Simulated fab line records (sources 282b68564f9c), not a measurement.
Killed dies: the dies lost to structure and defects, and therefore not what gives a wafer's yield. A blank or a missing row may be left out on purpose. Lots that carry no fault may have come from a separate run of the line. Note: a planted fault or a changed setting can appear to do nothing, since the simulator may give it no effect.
A struck lot beside a sound one    flow rit_cmos    44 steps out of a route of 202
Sound: these wafers, L398.2, L398.3, L398.4. Wafers struck: L389.1, L389.3, L389.6. The cause is named last.
Order at every step that has rows: each side's tool, ch and its chambers, its first start. Under that, the readings that differ: sound wafers    struck wafers    difference of the means    sigmas: that difference in standard deviations of wafers without a fault.
alike: a reading whose means differ by less than 2 such deviations, as well as words and numbers matching on both sides. not compared: withheld readings; readings where some wafer has no value; bounds like >300 that might hide an equal value; numbers whose values overlap and for which the record gives no deviation.
The two part at a step that has a row with sigmas, a row that says differs or no value, or rows on one side only. Numbers that have no deviation but don't overlap get no sigmas and don't part them. A reading missing from all wafers of one side parts the sides only when that side holds two or more wafers.

first, 2 steps without rows for these wafers: RIT_NLDD_HARDBAKE_07 (time 60 s); RIT_NLDD_IMPLANT_08.
RIT_NLDD_STRIP_09: strips in O2, time 180 s.
  sound on plasma_asher-03 ch 0,1, day 6 01:26; struck on plasma_asher-03 ch 0,1, day 4 05:34
  alike: drypump_motor_current_A, rf_refl_power_W
  not compared: rf_hours_counter_h
RIT_NLDD_TW_MEAS_10:
  struck on film_metro-03, day 4 05:44; sound on film_metro-02, day 6 01:37
  alike: NLDD_TW
then, 6 steps without rows for these wafers: RIT_PLDD_HMDS_00 (prime time 60 s); RIT_PLDD_COAT_01 (resist thk 1000 nm); RIT_PLDD_SOFTBAKE_02 (time 60 s); RIT_PLDD_EXPOSE_03 (exposes mask M8, target cd 40900 nm); RIT_PLDD_PEB_04; RIT_PLDD_DEVELOP_05 (develop time 50 s).
RIT_PLDD_OVL_MEAS_06:
  struck on overlay-01, day 4 06:38; sound on overlay-02, day 6 02:39
  alike: PLDD_OVL
then, 1 step without rows for these wafers: RIT_PLDD_HARDBAKE_07 (time 60 s).
RIT_PLDD_IMPLANT_08:
  sound on implanter-02 ch 0, day 6 02:52; struck on implanter-04 ch 0, day 4 07:08
  alike: beam_energy_keV, beam_on_s, tilt_deg
RIT_PLDD_STRIP_09: strips in O2, time 180 s.
  sound on plasma_asher-03 ch 0,1, day 6 02:59; struck on plasma_asher-04 ch 1, day 4 07:17
  alike: drypump_motor_current_A, rf_refl_power_W
  not compared: rf_hours_counter_h
RIT_PLDD_TW_MEAS_10:
  struck on film_metro-03, day 4 07:41; sound on film_metro-04, day 6 03:10
reading  sound           struck          difference  sigmas
PLDD_TW  2349 2343 2362  2733 2735 2736  +383        +39
then, 4 steps without rows for these wafers: RIT_SPACER_CLEAN_00 (cleans in SC1, time 623.6 s); RIT_SPACER_CLEAN_01 (cleans in dHF, time 30 s); RIT_SPACER_CLEAN_02 (cleans in SC2, time 600 s); RIT_SPACER_CVD_03 (deposits Si3N4 from SiH2Cl2/NH3, target thk 250 nm, time 3300 s).
RIT_SPACER_THK_MEAS_04:
  struck on film_metro-03, day 4 12:28; sound on film_metro-03, day 6 06:25
  alike: SPACER_NITRIDE_THK
RIT_SPACER_ETCHBACK_05: etches Si3N4 in SF6/CHF3, stops on SiO2, target depth 250 nm, time 240 s.
  sound on rie_diel-02 ch 0,2, day 6 06:28; struck on rie_diel-01 ch 0,1, day 4 12:32
  alike: drypump_motor_current_A, oes_product_au, rf_fwd_power_W, throttle_valve_pct
  not compared: rf_hours_counter_h
then, 6 steps without rows for these wafers: RIT_NSD_HMDS_00 (prime time 60 s); RIT_NSD_COAT_01 (resist thk 1000 nm); RIT_NSD_SOFTBAKE_02 (time 60 s); RIT_NSD_EXPOSE_03 (exposes mask M9, target cd 40700 nm); RIT_NSD_PEB_04; RIT_NSD_DEVELOP_05 (develop time 50 s).
RIT_NSD_OVL_MEAS_06:
  struck on overlay-01, day 4 13:37; sound on overlay-02, day 6 07:28
  alike: NSD_OVL
then, 2 steps without rows for these wafers: RIT_NSD_HARDBAKE_07 (time 60 s); RIT_NSD_IMPLANT_08.
RIT_NSD_STRIP_09: strips in O2, time 180 s.
  sound on plasma_asher-03 ch 0,1, day 6 07:48; struck on plasma_asher-02 ch 0,1, day 4 13:57
  alike: drypump_motor_current_A, rf_refl_power_W
  not compared: rf_hours_counter_h
RIT_NSD_TW_MEAS_10:
  struck on film_metro-03, day 4 14:07; sound on film_metro-04, day 6 07:59
  alike: NSD_TW
then, 6 steps without rows for these wafers: RIT_PSD_HMDS_00 (prime time 60 s); RIT_PSD_COAT_01 (resist thk 1000 nm); RIT_PSD_SOFTBAKE_02 (time 60 s); RIT_PSD_EXPOSE_03 (exposes mask M10, target cd 40900 nm); RIT_PSD_PEB_04; RIT_PSD_DEVELOP_05 (develop time 50 s).
RIT_PSD_OVL_MEAS_06:
  struck on overlay-01, day 4 15:11; sound on overlay-01, day 6 09:05
  alike: PSD_OVL
then, 2 steps without rows for these wafers: RIT_PSD_HARDBAKE_07 (time 60 s); RIT_PSD_IMPLANT_08.
RIT_PSD_STRIP_09: strips in O2, time 180 s.
  sound on plasma_asher-01 ch 0,1, day 6 09:25; struck on plasma_asher-02 ch 0, day 4 15:38
  alike: drypump_motor_current_A, rf_refl_power_W
  not compared: rf_hours_counter_h
RIT_SDANNEAL_RS_MEAS_06: uses a four-point probe to measure.
  struck on film_metro-02, day 4 16:50; sound on film_metro-02, day 6 10:22
reading           sound              struck             difference  sigmas
PLDD_RS (ohm/sq)  178.0 178.3 178.1  151.4 151.7 151.5  -26.6       -57
following that, these wafers have no rows for 1 step: RIT_M1_PROBE_99.

## WHERE THEY PART
At RIT_PLDD_TW_MEAS_10 first; at RIT_SDANNEAL_RS_MEAS_06 last (within this record only).

WHY: what had been put in by the simulator
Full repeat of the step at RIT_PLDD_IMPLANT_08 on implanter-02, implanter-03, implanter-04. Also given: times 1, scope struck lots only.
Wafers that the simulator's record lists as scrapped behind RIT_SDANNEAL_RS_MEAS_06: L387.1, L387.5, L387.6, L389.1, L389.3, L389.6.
